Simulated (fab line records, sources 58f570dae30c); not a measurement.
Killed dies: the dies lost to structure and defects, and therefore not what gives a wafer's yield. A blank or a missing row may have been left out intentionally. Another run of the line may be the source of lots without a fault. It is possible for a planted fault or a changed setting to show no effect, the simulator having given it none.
One fault through the eyes of 2 desks / flow berkeleyCmos170 / only its own numbers are on each desk; what lay behind them is given at the end

## FROM THE METROLOGY DESK
What the gauges read for every lot (on any tool): the sampled wafers with a number, averaged. If a lot's mean is further than 4 standard deviations from the usual mean, the lot is out of limits and carries the mark OUT (the distance appears in the brackets).
Columns: A = V1_BOW at UCB170_V1_BOW_MEAS_03, usual 19 um; B = V1_POLISHED_THK at UCB170_V1_THK_MEAS_04, usual 1000.0 nm; C = cdNm at UCB170_V1_CD_MEAS_12, usual 699.3 nm; D = V1_OVL at UCB170_V1_OVL_MEAS_13, usual 0 nm
lot=L803; first seen here=day 7 14:17; A=15; B=1000.0; C=699.6; D=-3
lot=L809; first seen here=day 9 12:14; A=21; B=1000.8; C=699.1; D=4
lot=L811; first seen here=day 9 12:32; A=12; B=1000.2; C=700.0; D=2
lot=L813; first seen here=day 10 01:35; A=12; B=998.8; C=699.3; D=-3
lot=L815; first seen here=day 10 17:08; A=20; B=1001.7; C=699.2; D=8
lot=L819; first seen here=day 11 18:07; A=17; B=999.5; C=698.9; D=3
This desk's verdict: no lot among the 6 shows anything out of limits.

## THE TOOL OWNER'S DESK: rieDiel-01
The tool's own readings at UCB170_V1_ETCH_14 (etches SiO2 in CHF3/CF4/Ar, stops on Al, target depth 1250 nm, time 291 s): means of the sampled wafers that have a number, for each lot that ran on this tool. If a lot's mean is further than 4 standard deviations from the usual mean, the lot is out of limits and carries the mark OUT (the distance appears in the brackets).
Columns: A = drypumpMotorCurrentA at UCB170_V1_ETCH_14, usual 5.6 A; B = oesProductAu at UCB170_V1_ETCH_14, usual 0.877 a.u.; C = throttleValvePct at UCB170_V1_ETCH_14, usual 6.98 %
lot=L809; first seen here=day 9 13:43; A=5.6; B=0.870; C=7.03
lot=L811; first seen here=day 9 14:13; A=5.6; B=0.876; C=7.12
lot=L813; first seen here=day 10 03:09; A=5.6; B=0.878; C=7.10
lot=L819; first seen here=day 11 20:34; A=5.6; B=0.863; C=6.96
This desk's verdict: no lot among the 4 shows anything out of limits.

## PUT TOGETHER
From the metrology desk's view, nothing was out of limits.
The desk of the tool owner found nothing out of limits.

## WHAT THE SIMULATOR HAD PUT IN
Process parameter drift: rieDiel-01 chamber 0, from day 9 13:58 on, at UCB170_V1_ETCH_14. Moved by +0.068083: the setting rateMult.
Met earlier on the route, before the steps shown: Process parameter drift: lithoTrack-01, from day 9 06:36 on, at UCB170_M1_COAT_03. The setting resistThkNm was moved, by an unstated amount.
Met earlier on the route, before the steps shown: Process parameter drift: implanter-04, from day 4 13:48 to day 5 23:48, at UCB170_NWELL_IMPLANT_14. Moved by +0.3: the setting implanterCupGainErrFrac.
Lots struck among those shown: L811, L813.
